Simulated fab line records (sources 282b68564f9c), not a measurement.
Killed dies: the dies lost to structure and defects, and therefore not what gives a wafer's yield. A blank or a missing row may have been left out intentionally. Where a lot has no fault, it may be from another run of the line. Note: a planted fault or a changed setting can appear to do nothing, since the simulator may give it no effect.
fab line records :: flow rit-cmos
record
  lots=6
  wafers=18
  last-day=8
route steps=202 shown NRETRO@60 PRETRO@64 M1@202
lots that met no fault: taken from a fault-free run of the same line
start-h: hours from the record's first day to the start of the lot's first wafer shown :: wait-h: hours from the lot's prior step to this one :: " identical to the entry in the row above :: L1.1+2: several wafers, shown together as one row :: - value missing, or start not given :: * or withheld: withheld :: < > ~ a bound
route shown NAME@n: a module of which the file shows steps, and the number in the route of the first :: usual: average and standard deviation across the fault-free wafers :: same: alike in all rows :: chamber/n: place in a boat :: sites: each site's reading :: _std_site: standard deviation across them :: _edge_site: the outer-site mean with the inner-site mean subtracted :: radius-mm: for every site, how far away it sits from the centre of the wafer :: mask NAME#n: copy n :: behind: the most recent tool/chamber to have shaped the wafer :: hold: reason for holding the lot/hours on hold/outcome of the hold :: device: transistor that didn't switch, given as n, p or np :: end of line: the tests these same wafers got at the end of their route :: where a step has no rows: the recipe by itself :: killed: not the wafer's yield, but the dies lost to structure and defects at the first sort :: map: dies across one wafer; x = killed, . = not, _ = none there
set.NAME: the run value of the setting; set.NAME@STEP: its run value at that earlier step :: model.NAME: the simulator's own value behind a step, which no gauge read
lots at some steps of the route; a table a step, a row a wafer
services: a tool's chamber out of use, with start hour (start-h, from the record's first day; less than 0 if before it), hours out, and reason
## steps
# step RIT_NRETRO_HARDBAKE_07
# recipe
  resist=NOVOLAK
  temp-c=140
  time-s=120
# step RIT_NRETRO_IMPLANT_08
# recipe
  species=P
  energy-kev=70
  dose-cm2=1e+13
  tilt-deg=7
# step RIT_NRETRO_STRIP_09
# recipe
  chemistry=O2
  time-s=180
  resist=NOVOLAK
  platen-temp-c=withheld
  power-w=500
  pressure-mtorr=4000
  o2-flow-sccm=4000
# usual
  drypump-motor-current-A=6.1/0.37
# same
  time-s=180
lot.wafer: L573.1
tool: plasma-asher-01
chamber: 1
start-h: 45.33
wait-h: 0.1
drypump-motor-current-A: 6.0
rf-hours-counter-h: 24

lot.wafer: L573.4
tool: plasma-asher-01
chamber: 0
start-h: 45.33
wait-h: 0.1
drypump-motor-current-A: 6.5
rf-hours-counter-h: -

lot.wafer: L573.6
tool: plasma-asher-01
chamber: 1
start-h: 45.33
wait-h: 0.1
drypump-motor-current-A: 6.0
rf-hours-counter-h: -

lot.wafer: L575.2
tool: plasma-asher-01
chamber: 1
start-h: 54.57
wait-h: 0.1
drypump-motor-current-A: 6.0
rf-hours-counter-h: 25

lot.wafer: L575.4
tool: plasma-asher-01
chamber: 0
start-h: 54.57
wait-h: 0.1
drypump-motor-current-A: 6.5
rf-hours-counter-h: -

lot.wafer: L575.5
tool: plasma-asher-01
chamber: 1
start-h: 54.57
wait-h: 0.1
drypump-motor-current-A: 6.0
rf-hours-counter-h: -

lot.wafer: L586.3
tool: plasma-asher-04
chamber: 0
start-h: 112.57
wait-h: 0.1
drypump-motor-current-A: 5.9
rf-hours-counter-h: -

lot.wafer: L586.4
tool: plasma-asher-04
chamber: 1
start-h: 112.57
wait-h: 0.1
drypump-motor-current-A: 5.8
rf-hours-counter-h: -

lot.wafer: L586.6
tool: plasma-asher-04
chamber: 0
start-h: 112.57
wait-h: 0.1
drypump-motor-current-A: 5.9
rf-hours-counter-h: -

lot.wafer: L589.3
tool: plasma-asher-03
chamber: 1
start-h: 128.39
wait-h: 0.1
drypump-motor-current-A: 6.4
rf-hours-counter-h: -

lot.wafer: L589.5
tool: plasma-asher-03
chamber: 0
start-h: 128.39
wait-h: 0.1
drypump-motor-current-A: 5.4
rf-hours-counter-h: -

lot.wafer: L589.6
tool: plasma-asher-03
chamber: 1
start-h: 128.39
wait-h: 0.1
drypump-motor-current-A: 6.4
rf-hours-counter-h: -

lot.wafer: L591.2
tool: plasma-asher-04
chamber: 1
start-h: 142.20
wait-h: 0.1
drypump-motor-current-A: 5.7
rf-hours-counter-h: 52

lot.wafer: L591.3
tool: plasma-asher-04
chamber: 1
start-h: 142.20
wait-h: 0.1
drypump-motor-current-A: 5.7
rf-hours-counter-h: -

lot.wafer: L591.6
tool: plasma-asher-04
chamber: 0
start-h: 142.20
wait-h: 0.1
drypump-motor-current-A: 5.9
rf-hours-counter-h: -

lot.wafer: L593.3
tool: plasma-asher-01
chamber: 1
start-h: 155.06
wait-h: 0.1
drypump-motor-current-A: 6.0
rf-hours-counter-h: -

lot.wafer: L593.4
tool: plasma-asher-01
chamber: 0
start-h: 155.06
wait-h: 0.1
drypump-motor-current-A: 6.5
rf-hours-counter-h: -

lot.wafer: L593.5
tool: plasma-asher-01
chamber: 0
start-h: 155.06
wait-h: 0.1
drypump-motor-current-A: 6.5
rf-hours-counter-h: -
# step RIT_NRETRO_TW_MEAS_10
# usual
  NRETRO_TW=1050/4
lot.wafer: L573.1
tool: film-metro-04
chamber: -
start-h: 45.50
wait-h: 0.1
NRETRO_TW: 1047

lot.wafer: L573.4
tool: film-metro-04
chamber: -
start-h: 45.50
wait-h: 0.1
NRETRO_TW: 1052

lot.wafer: L573.6
tool: film-metro-04
chamber: -
start-h: 45.50
wait-h: 0.1
NRETRO_TW: 1050

lot.wafer: L575.2
tool: film-metro-04
chamber: -
start-h: 54.75
wait-h: 0.1
NRETRO_TW: 1047

lot.wafer: L575.4
tool: film-metro-04
chamber: -
start-h: 54.75
wait-h: 0.1
NRETRO_TW: 1042

lot.wafer: L575.5
tool: film-metro-04
chamber: -
start-h: 54.75
wait-h: 0.1
NRETRO_TW: 1052

lot.wafer: L586.3
tool: film-metro-02
chamber: -
start-h: 112.71
wait-h: 0.1
NRETRO_TW: 1052

lot.wafer: L586.4
tool: film-metro-02
chamber: -
start-h: 112.71
wait-h: 0.1
NRETRO_TW: 1053

lot.wafer: L586.6
tool: film-metro-02
chamber: -
start-h: 112.71
wait-h: 0.1
NRETRO_TW: 1050

lot.wafer: L589.3
tool: film-metro-02
chamber: -
start-h: 128.53
wait-h: 0.1
NRETRO_TW: 1047

lot.wafer: L589.5
tool: film-metro-02
chamber: -
start-h: 128.53
wait-h: 0.1
NRETRO_TW: 1044

lot.wafer: L589.6
tool: film-metro-02
chamber: -
start-h: 128.53
wait-h: 0.1
NRETRO_TW: 1041

lot.wafer: L591.2
tool: film-metro-01
chamber: -
start-h: 142.39
wait-h: 0.1
NRETRO_TW: 1053

lot.wafer: L591.3
tool: film-metro-01
chamber: -
start-h: 142.39
wait-h: 0.1
NRETRO_TW: 1054

lot.wafer: L591.6
tool: film-metro-01
chamber: -
start-h: 142.39
wait-h: 0.1
NRETRO_TW: 1045

lot.wafer: L593.3
tool: film-metro-04
chamber: -
start-h: 155.20
wait-h: 0.1
NRETRO_TW: 1051

lot.wafer: L593.4
tool: film-metro-04
chamber: -
start-h: 155.20
wait-h: 0.1
NRETRO_TW: 1055

lot.wafer: L593.5
tool: film-metro-04
chamber: -
start-h: 155.20
wait-h: 0.1
NRETRO_TW: 1051
# step RIT_PRETRO_HMDS_00
# recipe
  prime-time-s=60
  prime-temp-c=140
# step RIT_PRETRO_COAT_01
# recipe
  resist=NOVOLAK
  spin-rpm=2000
  resist-thk-nm=1300
# step RIT_PRETRO_SOFTBAKE_02
# recipe
  resist=NOVOLAK
  temp-c=90
  time-s=60
# step RIT_PRETRO_EXPOSE_03
# recipe
  mask-id=M5
  na=0.57
  target-cd-nm=43700
  dose-mj=250
# step RIT_PRETRO_PEB_04
# recipe
  resist=NOVOLAK
  temp-c=withheld
  time-s=withheld
# step RIT_PRETRO_DEVELOP_05
# recipe
  resist=NOVOLAK
  develop-time-s=68
  dev-temp-c=23
# step RIT_PRETRO_OVL_MEAS_06
# usual
  PRETRO_OVL=-0.2/1.4
lot.wafer: L573.1
tool: overlay-01
chamber: -
start-h: 46.57
wait-h: -
PRETRO_OVL[nm]: 0.2

lot.wafer: L573.4
tool: overlay-01
chamber: -
start-h: 46.57
wait-h: -
PRETRO_OVL[nm]: -2.4

lot.wafer: L573.6
tool: overlay-01
chamber: -
start-h: 46.57
wait-h: -
PRETRO_OVL[nm]: -1.9

lot.wafer: L575.2
tool: overlay-01
chamber: -
start-h: 55.82
wait-h: -
PRETRO_OVL[nm]: -0.5

lot.wafer: L575.4
tool: overlay-01
chamber: -
start-h: 55.82
wait-h: -
PRETRO_OVL[nm]: -1.2

lot.wafer: L575.5
tool: overlay-01
chamber: -
start-h: 55.82
wait-h: -
PRETRO_OVL[nm]: 0.9

lot.wafer: L586.3
tool: overlay-02
chamber: -
start-h: 113.64
wait-h: -
PRETRO_OVL[nm]: -0.6

lot.wafer: L586.4
tool: overlay-02
chamber: -
start-h: 113.64
wait-h: -
PRETRO_OVL[nm]: 0.3

lot.wafer: L586.6
tool: overlay-02
chamber: -
start-h: 113.64
wait-h: -
PRETRO_OVL[nm]: -0.7

lot.wafer: L589.3
tool: overlay-01
chamber: -
start-h: 129.59
wait-h: -
PRETRO_OVL[nm]: 0.0

lot.wafer: L589.5
tool: overlay-01
chamber: -
start-h: 129.59
wait-h: -
PRETRO_OVL[nm]: -1.1

lot.wafer: L589.6
tool: overlay-01
chamber: -
start-h: 129.59
wait-h: -
PRETRO_OVL[nm]: -1.6

lot.wafer: L591.2
tool: overlay-02
chamber: -
start-h: 143.45
wait-h: -
PRETRO_OVL[nm]: 1.1

lot.wafer: L591.3
tool: overlay-02
chamber: -
start-h: 143.45
wait-h: -
PRETRO_OVL[nm]: 1.2

lot.wafer: L591.6
tool: overlay-02
chamber: -
start-h: 143.45
wait-h: -
PRETRO_OVL[nm]: 1.0

lot.wafer: L593.3
tool: overlay-01
chamber: -
start-h: 156.25
wait-h: -
PRETRO_OVL[nm]: -1.4

lot.wafer: L593.4
tool: overlay-01
chamber: -
start-h: 156.25
wait-h: -
PRETRO_OVL[nm]: -1.6

lot.wafer: L593.5
tool: overlay-01
chamber: -
start-h: 156.25
wait-h: -
PRETRO_OVL[nm]: -0.1
# step RIT_PRETRO_HARDBAKE_07
# recipe
  resist=NOVOLAK
  temp-c=140
  time-s=120
# step RIT_PRETRO_IMPLANT_08
# recipe
  species=B
  energy-kev=45
  dose-cm2=1.2e+13
  tilt-deg=7
# usual
  beam-energy-keV=45.002/0.013
  tilt-deg=6.999/0.022
lot.wafer: L573.1
tool: implanter-04
chamber: 0
start-h: 46.85
wait-h: 0.2
beam-energy-keV: 45.000
tilt-deg: 6.980
model.implant.rp-nm: 146.8
model.implant.drp-nm: 55.07

lot.wafer: L573.4
tool: implanter-04
chamber: 0
start-h: 46.85
wait-h: 0.2
beam-energy-keV: 45.013
tilt-deg: 6.997
model.implant.rp-nm: 146.8
model.implant.drp-nm: 55.07

lot.wafer: L573.6
tool: implanter-04
chamber: 0
start-h: 46.85
wait-h: 0.2
beam-energy-keV: 45.025
tilt-deg: 7.029
model.implant.rp-nm: 146.8
model.implant.drp-nm: 55.07

lot.wafer: L575.2
tool: implanter-04
chamber: 0
start-h: 56.12
wait-h: 0.2
beam-energy-keV: 44.983
tilt-deg: 7.018
model.implant.rp-nm: 145.5
model.implant.drp-nm: 55.07

lot.wafer: L575.4
tool: implanter-04
chamber: 0
start-h: 56.12
wait-h: 0.2
beam-energy-keV: 44.981
tilt-deg: 7.003
model.implant.rp-nm: 145.5
model.implant.drp-nm: 55.07

lot.wafer: L575.5
tool: implanter-04
chamber: 0
start-h: 56.12
wait-h: 0.2
beam-energy-keV: 44.996
tilt-deg: 7.020
model.implant.rp-nm: 145.5
model.implant.drp-nm: 55.07

lot.wafer: L586.3
tool: implanter-04
chamber: 0
start-h: 113.96
wait-h: 0.2
beam-energy-keV: 29.240
tilt-deg: 7.036
model.implant.rp-nm: 94.5
model.implant.drp-nm: 42.09

lot.wafer: L586.4
tool: implanter-04
chamber: 0
start-h: 113.96
wait-h: 0.2
beam-energy-keV: 29.238
tilt-deg: 7.063
model.implant.rp-nm: 94.5
model.implant.drp-nm: 42.09

lot.wafer: L586.6
tool: implanter-04
chamber: 0
start-h: 113.96
wait-h: 0.2
beam-energy-keV: 29.212
tilt-deg: 7.048
model.implant.rp-nm: 94.5
model.implant.drp-nm: 42.09

lot.wafer: L589.3
tool: implanter-04
chamber: 0
start-h: 129.91
wait-h: 0.2
beam-energy-keV: 29.235
tilt-deg: 6.988
model.implant.rp-nm: 96.95
model.implant.drp-nm: 42.09

lot.wafer: L589.5
tool: implanter-04
chamber: 0
start-h: 129.91
wait-h: 0.2
beam-energy-keV: 29.227
tilt-deg: 6.992
model.implant.rp-nm: 96.95
model.implant.drp-nm: 42.09

lot.wafer: L589.6
tool: implanter-04
chamber: 0
start-h: 129.91
wait-h: 0.2
beam-energy-keV: 29.243
tilt-deg: 7.000
model.implant.rp-nm: 96.95
model.implant.drp-nm: 42.09

lot.wafer: L591.2
tool: implanter-03
chamber: 0
start-h: 143.75
wait-h: 0.2
beam-energy-keV: 45.021
tilt-deg: 7.004
model.implant.rp-nm: 143.2
model.implant.drp-nm: 55.07

lot.wafer: L591.3
tool: implanter-03
chamber: 0
start-h: 143.75
wait-h: 0.2
beam-energy-keV: 45.021
tilt-deg: 7.014
model.implant.rp-nm: 143.2
model.implant.drp-nm: 55.07

lot.wafer: L591.6
tool: implanter-03
chamber: 0
start-h: 143.75
wait-h: 0.2
beam-energy-keV: 45.001
tilt-deg: 6.983
model.implant.rp-nm: 143.2
model.implant.drp-nm: 55.07

lot.wafer: L593.3
tool: implanter-03
chamber: 0
start-h: 156.58
wait-h: 0.2
beam-energy-keV: 44.998
tilt-deg: 6.989
model.implant.rp-nm: 142.7
model.implant.drp-nm: 55.07

lot.wafer: L593.4
tool: implanter-03
chamber: 0
start-h: 156.58
wait-h: 0.2
beam-energy-keV: 45.025
tilt-deg: 6.994
model.implant.rp-nm: 142.7
model.implant.drp-nm: 55.07

lot.wafer: L593.5
tool: implanter-03
chamber: 0
start-h: 156.58
wait-h: 0.2
beam-energy-keV: 45.008
tilt-deg: 6.984
model.implant.rp-nm: 142.7
model.implant.drp-nm: 55.07
# step RIT_PRETRO_STRIP_09
# recipe
  chemistry=O2
  time-s=180
  resist=NOVOLAK
  platen-temp-c=withheld
  power-w=500
  pressure-mtorr=4000
  o2-flow-sccm=4000
# usual
  drypump-motor-current-A=6.0/0.41
# same
  time-s=180
lot.wafer: L573.1
tool: plasma-asher-01
chamber: 0
start-h: 47.00
wait-h: 0.1
drypump-motor-current-A: 6.5
rf-hours-counter-h: 24

lot.wafer: L573.4
tool: plasma-asher-01
chamber: 0
start-h: 47.00
wait-h: 0.1
drypump-motor-current-A: 6.5
rf-hours-counter-h: -

lot.wafer: L573.6
tool: plasma-asher-01
chamber: 0
start-h: 47.00
wait-h: 0.1
drypump-motor-current-A: 6.5
rf-hours-counter-h: -

lot.wafer: L575.2
tool: plasma-asher-02
chamber: 1
start-h: 56.25
wait-h: 0.1
drypump-motor-current-A: 5.5
rf-hours-counter-h: 41

lot.wafer: L575.4
tool: plasma-asher-02
chamber: 0
start-h: 56.25
wait-h: 0.1
drypump-motor-current-A: 6.2
rf-hours-counter-h: -

lot.wafer: L575.5
tool: plasma-asher-02
chamber: 1
start-h: 56.25
wait-h: 0.1
drypump-motor-current-A: 5.5
rf-hours-counter-h: -

lot.wafer: L586.3
tool: plasma-asher-01
chamber: 0
start-h: 114.12
wait-h: 0.1
drypump-motor-current-A: 6.5
rf-hours-counter-h: -

lot.wafer: L586.4
tool: plasma-asher-01
chamber: 1
start-h: 114.12
wait-h: 0.1
drypump-motor-current-A: 6.0
rf-hours-counter-h: -

lot.wafer: L586.6
tool: plasma-asher-01
chamber: 0
start-h: 114.12
wait-h: 0.1
drypump-motor-current-A: 6.5
rf-hours-counter-h: -

lot.wafer: L589.3
tool: plasma-asher-03
chamber: 1
start-h: 130.07
wait-h: 0.1
drypump-motor-current-A: 6.4
rf-hours-counter-h: -

lot.wafer: L589.5
tool: plasma-asher-03
chamber: 1
start-h: 130.07
wait-h: 0.1
drypump-motor-current-A: 6.4
rf-hours-counter-h: -

lot.wafer: L589.6
tool: plasma-asher-03
chamber: 0
start-h: 130.07
wait-h: 0.1
drypump-motor-current-A: 5.4
rf-hours-counter-h: -

lot.wafer: L591.2
tool: plasma-asher-02
chamber: 1
start-h: 143.88
wait-h: 0.1
drypump-motor-current-A: 5.5
rf-hours-counter-h: 50

lot.wafer: L591.3
tool: plasma-asher-02
chamber: 1
start-h: 143.88
wait-h: 0.1
drypump-motor-current-A: 5.5
rf-hours-counter-h: -

lot.wafer: L591.6
tool: plasma-asher-02
chamber: 1
start-h: 143.88
wait-h: 0.1
drypump-motor-current-A: 5.5
rf-hours-counter-h: -

lot.wafer: L593.3
tool: plasma-asher-01
chamber: 0
start-h: 156.74
wait-h: 0.1
drypump-motor-current-A: 6.5
rf-hours-counter-h: -

lot.wafer: L593.4
tool: plasma-asher-01
chamber: 1
start-h: 156.74
wait-h: 0.1
drypump-motor-current-A: 6.0
rf-hours-counter-h: -

lot.wafer: L593.5
tool: plasma-asher-01
chamber: 1
start-h: 156.74
wait-h: 0.1
drypump-motor-current-A: 6.0
rf-hours-counter-h: -
# step RIT_PRETRO_TW_MEAS_10
# usual
  PRETRO_TW=471/4.9
lot.wafer: L573.1
tool: film-metro-04
chamber: -
start-h: 47.18
wait-h: 0.1
hold: -
PRETRO_TW: 475

lot.wafer: L573.4
tool: film-metro-04
chamber: -
start-h: 47.18
wait-h: 0.1
hold: -
PRETRO_TW: 474

lot.wafer: L573.6
tool: film-metro-04
chamber: -
start-h: 47.18
wait-h: 0.1
hold: -
PRETRO_TW: 477

lot.wafer: L575.2
tool: film-metro-03
chamber: -
start-h: 56.43
wait-h: 0.1
hold: -
PRETRO_TW: 469

lot.wafer: L575.4
tool: film-metro-03
chamber: -
start-h: 56.43
wait-h: 0.1
hold: -
PRETRO_TW: 468

lot.wafer: L575.5
tool: film-metro-03
chamber: -
start-h: 56.43
wait-h: 0.1
hold: -
PRETRO_TW: 465

lot.wafer: L586.3
tool: film-metro-04
chamber: -
start-h: 114.26
wait-h: 0.1
hold: await-dispo/0.2h/release
PRETRO_TW: 438

lot.wafer: L586.4
tool: film-metro-04
chamber: -
start-h: 114.26
wait-h: 0.1
hold: await-dispo/0.2h/release
PRETRO_TW: 440

lot.wafer: L586.6
tool: film-metro-04
chamber: -
start-h: 114.26
wait-h: 0.1
hold: await-dispo/0.2h/release
PRETRO_TW: 440

lot.wafer: L586.3
tool: film-metro-04
chamber: -
start-h: 114.48
wait-h: 0.2
hold: -
PRETRO_TW: 439

lot.wafer: L586.4
tool: film-metro-04
chamber: -
start-h: 114.48
wait-h: 0.2
hold: -
PRETRO_TW: 439

lot.wafer: L586.6
tool: film-metro-04
chamber: -
start-h: 114.48
wait-h: 0.2
hold: -
PRETRO_TW: 441

lot.wafer: L589.3
tool: film-metro-03
chamber: -
start-h: 130.21
wait-h: 0.1
hold: await-dispo/0.2h/release
PRETRO_TW: 429

lot.wafer: L589.5
tool: film-metro-03
chamber: -
start-h: 130.21
wait-h: 0.1
hold: await-dispo/0.2h/release
PRETRO_TW: 429

lot.wafer: L589.6
tool: film-metro-03
chamber: -
start-h: 130.21
wait-h: 0.1
hold: await-dispo/0.2h/release
PRETRO_TW: 431

lot.wafer: L589.3
tool: film-metro-03
chamber: -
start-h: 130.43
wait-h: 0.2
hold: -
PRETRO_TW: 433

lot.wafer: L589.5
tool: film-metro-03
chamber: -
start-h: 130.43
wait-h: 0.2
hold: -
PRETRO_TW: 432

lot.wafer: L589.6
tool: film-metro-03
chamber: -
start-h: 130.43
wait-h: 0.2
hold: -
PRETRO_TW: 431

lot.wafer: L591.2
tool: film-metro-03
chamber: -
start-h: 144.06
wait-h: 0.1
hold: -
PRETRO_TW: 466

lot.wafer: L591.3
tool: film-metro-03
chamber: -
start-h: 144.06
wait-h: 0.1
hold: -
PRETRO_TW: 464

lot.wafer: L591.6
tool: film-metro-03
chamber: -
start-h: 144.06
wait-h: 0.1
hold: -
PRETRO_TW: 467

lot.wafer: L593.3
tool: film-metro-03
chamber: -
start-h: 156.87
wait-h: 0.1
hold: -
PRETRO_TW: 466

lot.wafer: L593.4
tool: film-metro-03
chamber: -
start-h: 156.87
wait-h: 0.1
hold: -
PRETRO_TW: 466

lot.wafer: L593.5
tool: film-metro-03
chamber: -
start-h: 156.87
wait-h: 0.1
hold: -
PRETRO_TW: 465
# step RIT_M1_PROBE_99
# usual
  killed_at_M0_to_M3=0.0/0.14
  killed-at-contacts=0.0/0.25
  killed-at-front-end=6.6/2.7
  killed-dies=6.7/2.7
  killed-open=3.3/1.9
  killed-short=3.4/1.9
# same
  gross-dies=264
  killed_at_M4_up=0
  killed-at-back-side=0
  killed-at-other=0
lot.wafer: L573.1
tool: prober-02
chamber: -
start-h: 73.67
wait-h: 0.1
killed_at_M0_to_M3: 0
killed-at-contacts: 0
killed-at-front-end: 3
killed-dies: 3
killed-open: 0
killed-short: 3

lot.wafer: L573.4
tool: prober-02
chamber: -
start-h: 73.82
wait-h: 0.2
killed_at_M0_to_M3: 0
killed-at-contacts: 0
killed-at-front-end: 5
killed-dies: 5
killed-open: 3
killed-short: 2

lot.wafer: L573.6
tool: prober-02
chamber: -
start-h: 73.92
wait-h: 0.2
killed_at_M0_to_M3: 0
killed-at-contacts: 0
killed-at-front-end: 10
killed-dies: 10
killed-open: 7
killed-short: 3

lot.wafer: L575.2
tool: prober-02
chamber: -
start-h: 83.27
wait-h: 0.1
killed_at_M0_to_M3: 0
killed-at-contacts: 0
killed-at-front-end: 8
killed-dies: 8
killed-open: 4
killed-short: 4

lot.wafer: L575.4
tool: prober-02
chamber: -
start-h: 83.37
wait-h: 0.2
killed_at_M0_to_M3: 0
killed-at-contacts: 0
killed-at-front-end: 8
killed-dies: 8
killed-open: 6
killed-short: 2

lot.wafer: L575.5
tool: prober-02
chamber: -
start-h: 83.42
wait-h: 0.2
killed_at_M0_to_M3: 0
killed-at-contacts: 0
killed-at-front-end: 9
killed-dies: 9
killed-open: 5
killed-short: 4

lot.wafer: L586.3
tool: prober-01
chamber: -
start-h: 146.12
wait-h: 0.2
killed_at_M0_to_M3: 0
killed-at-contacts: 0
killed-at-front-end: 8
killed-dies: 8
killed-open: 6
killed-short: 2

lot.wafer: L586.4
tool: prober-01
chamber: -
start-h: 146.17
wait-h: 0.2
killed_at_M0_to_M3: 0
killed-at-contacts: 1
killed-at-front-end: 10
killed-dies: 11
killed-open: 7
killed-short: 4

lot.wafer: L586.6
tool: prober-01
chamber: -
start-h: 146.27
wait-h: 0.2
killed_at_M0_to_M3: 0
killed-at-contacts: 0
killed-at-front-end: 6
killed-dies: 6
killed-open: 2
killed-short: 4

lot.wafer: L589.3
tool: prober-02
chamber: -
start-h: 168.07
wait-h: 0.2
killed_at_M0_to_M3: 0
killed-at-contacts: 0
killed-at-front-end: 3
killed-dies: 3
killed-open: 0
killed-short: 3

lot.wafer: L589.5
tool: prober-02
chamber: -
start-h: 168.17
wait-h: 0.2
killed_at_M0_to_M3: 0
killed-at-contacts: 0
killed-at-front-end: 4
killed-dies: 4
killed-open: 3
killed-short: 1

lot.wafer: L589.6
tool: prober-02
chamber: -
start-h: 168.22
wait-h: 0.2
killed_at_M0_to_M3: 0
killed-at-contacts: 0
killed-at-front-end: 5
killed-dies: 5
killed-open: 4
killed-short: 1

lot.wafer: L591.2
tool: prober-01
chamber: -
start-h: 173.57
wait-h: 0.1
killed_at_M0_to_M3: 0
killed-at-contacts: 0
killed-at-front-end: 8
killed-dies: 8
killed-open: 1
killed-short: 7

lot.wafer: L591.3
tool: prober-01
chamber: -
start-h: 173.62
wait-h: 0.2
killed_at_M0_to_M3: 1
killed-at-contacts: 0
killed-at-front-end: 8
killed-dies: 9
killed-open: 4
killed-short: 5

lot.wafer: L591.6
tool: prober-01
chamber: -
start-h: 173.77
wait-h: 0.2
killed_at_M0_to_M3: 0
killed-at-contacts: 0
killed-at-front-end: 5
killed-dies: 5
killed-open: 3
killed-short: 2

lot.wafer: L593.3
tool: prober-02
chamber: -
start-h: 187.69
wait-h: 0.2
killed_at_M0_to_M3: 0
killed-at-contacts: 0
killed-at-front-end: 6
killed-dies: 6
killed-open: 3
killed-short: 3

lot.wafer: L593.4
tool: prober-02
chamber: -
start-h: 187.74
wait-h: 0.2
killed_at_M0_to_M3: 0
killed-at-contacts: 0
killed-at-front-end: 5
killed-dies: 5
killed-open: 2
killed-short: 3

lot.wafer: L593.5
tool: prober-02
chamber: -
start-h: 187.79
wait-h: 0.2
killed_at_M0_to_M3: 0
killed-at-contacts: 0
killed-at-front-end: 6
killed-dies: 6
killed-open: 1
killed-short: 5
# killed by level:class
L573.1 REOX:geometric-particle:short=2 SILICIDE:geometric-particle:short=1
L573.4 GATE:geometric-particle:open=2 GATE:geometric-particle:short=1 SPACER:geometric-particle:short=1 SILICIDE:geometric-particle:open=1
L573.6 SILICIDE:geometric-particle:open=3 GATE:geometric-particle:open=2 FOX1:geometric-particle:open=1 FOX1:geometric-particle:short=1 FOX2:geometric-particle:open=1 FOX2:geometric-particle:short=1 SPACER:geometric-particle:short=1
L575.2 GATE:geometric-particle:open=3 FOX1:geometric-particle:short=2 REOX:geometric-particle:short=2 FOX1:geometric-particle:open=1
L575.4 GATE:geometric-particle:short=2 SPACER:geometric-particle:open=2 FOX1:geometric-particle:open=1 GATE:geometric-particle:open=1 REOX:geometric-particle:open=1 SILICIDE:geometric-particle:open=1
L575.5 FOX1:geometric-particle:short=2 FOX1:geometric-particle:open=2 GATE:geometric-particle:short=2 REOX:geometric-particle:open=2 SPACER:geometric-particle:open=1
L586.3 GATE:geometric-particle:short=2 GATE:geometric-particle:open=2 FOX1:geometric-particle:open=1 REOX:geometric-particle:open=1 SPACER:geometric-particle:open=1 SILICIDE:geometric-particle:open=1
L586.4 GATE:geometric-particle:open=3 FOX1:geometric-particle:short=1 FOX2:geometric-particle:open=1 FOX2:geometric-particle:short=1 REOX:geometric-particle:open=1 SPACER:geometric-particle:open=1 SILICIDE:geometric-particle:short=1 SILICIDE:geometric-particle:open=1
L586.6 GATE:geometric-particle:short=2 FOX2:geometric-particle:short=1 GATE:geometric-particle:open=1 SILICIDE:geometric-particle:open=1 SILICIDE:geometric-particle:short=1
L589.3 ACTIVE:geometric-particle:short=1 FOX1:geometric-particle:short=1 GATE:geometric-particle:short=1
L589.5 REOX:geometric-particle:open=2 FOX1:geometric-particle:open=1 SILICIDE:geometric-particle:short=1
L589.6 GATE:geometric-particle:open=2 FOX1:geometric-particle:open=1 GATE:geometric-particle:short=1 REOX:geometric-particle:open=1
L591.2 GATE:geometric-particle:short=3 REOX:geometric-particle:short=3 FOX1:geometric-particle:open=1 FOX2:geometric-particle:short=1
L591.3 GATE:geometric-particle:short=2 FOX1:geometric-particle:short=1 FOX2:geometric-particle:open=1 GATE:geometric-particle:open=1 REOX:geometric-particle:open=1 REOX:geometric-particle:short=1 SPACER:geometric-particle:short=1 M1:geometric-particle:open=1
L591.6 FOX2:geometric-particle:open=3 FOX2:geometric-particle:short=1 REOX:geometric-particle:short=1
L593.3 GATE:geometric-particle:open=2 FOX1:geometric-particle:short=1 FOX2:geometric-particle:short=1 GATE:geometric-particle:short=1 SPACER:geometric-particle:open=1
L593.4 FOX2:geometric-particle:open=2 GATE:geometric-particle:short=2 FOX2:geometric-particle:short=1
L593.5 SPACER:geometric-particle:short=3 GATE:geometric-particle:short=2 SPACER:geometric-particle:open=1
## services
tool: plasma-asher-02
chamber: -
start-h: 43.78
hours: 0.9
kind: repair

tool: plasma-asher-03
chamber: -
start-h: 56.69
hours: 2.8
kind: pm

tool: implanter-03
chamber: -
start-h: 57.48
hours: 2.4
kind: pm

tool: implanter-03
chamber: -
start-h: 91.23
hours: 1.7
kind: repair

tool: implanter-04
chamber: -
start-h: 106.25
hours: 4.0
kind: repair

tool: plasma-asher-03
chamber: -
start-h: 108.75
hours: 9.0
kind: pm

tool: plasma-asher-03
chamber: 0
start-h: 108.75
hours: 9.0
kind: vent-cycle

tool: plasma-asher-03
chamber: 1
start-h: 108.75
hours: 9.0
kind: vent-cycle

tool: plasma-asher-03
chamber: 0
start-h: 117.75
hours: -
kind: clean

tool: plasma-asher-03
chamber: 1
start-h: 117.75
hours: -
kind: clean

tool: implanter-04
chamber: -
start-h: 132.64
hours: 3.3
kind: pm

tool: plasma-asher-03
chamber: -
start-h: 142.18
hours: 0.6
kind: repair
## key
first-sign
  step=RIT_PRETRO_IMPLANT_08
  reading=beam-energy-keV
  direction=down
  sigmas=99+
  usual=45.002
  struck=29.232
effect
  step=RIT_PRETRO_TW_MEAS_10
  reading=visit
  direction=added
effect
  step=RIT_PRETRO_TW_MEAS_10
  reading=PRETRO_TW
  direction=down
  sigmas=7.4
  usual=471
  struck=435
model-effect
  step=RIT_PRETRO_IMPLANT_08
  value=implant.rp-nm
  without=144.8
  struck=95.72
met-at RIT_PRETRO_IMPLANT_08
struck-wafers L586.3,L586.4,L586.6,L589.3,L589.5,L589.6
tester-left-out L586,L589
onset-between 56.12 113.96
fault
  kind=process-parameter-drift
  tool=implanter-04
  chamber=-
  onset-h=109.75
  steps=RIT_PRETRO_IMPLANT_08
  channel=energy-kev
  offset=-15.75
  shape=step
  end-h=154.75
  acts-in=these-recipes-only
  stated=45
# tester-left-out: of these lots the tester's yield and bins aren't shown, on N5 and GAA mostly nor the transistor test; their killed dies are dies lost to structure and defects alone, not to doping, threshold or leakage, so they don't give the yield
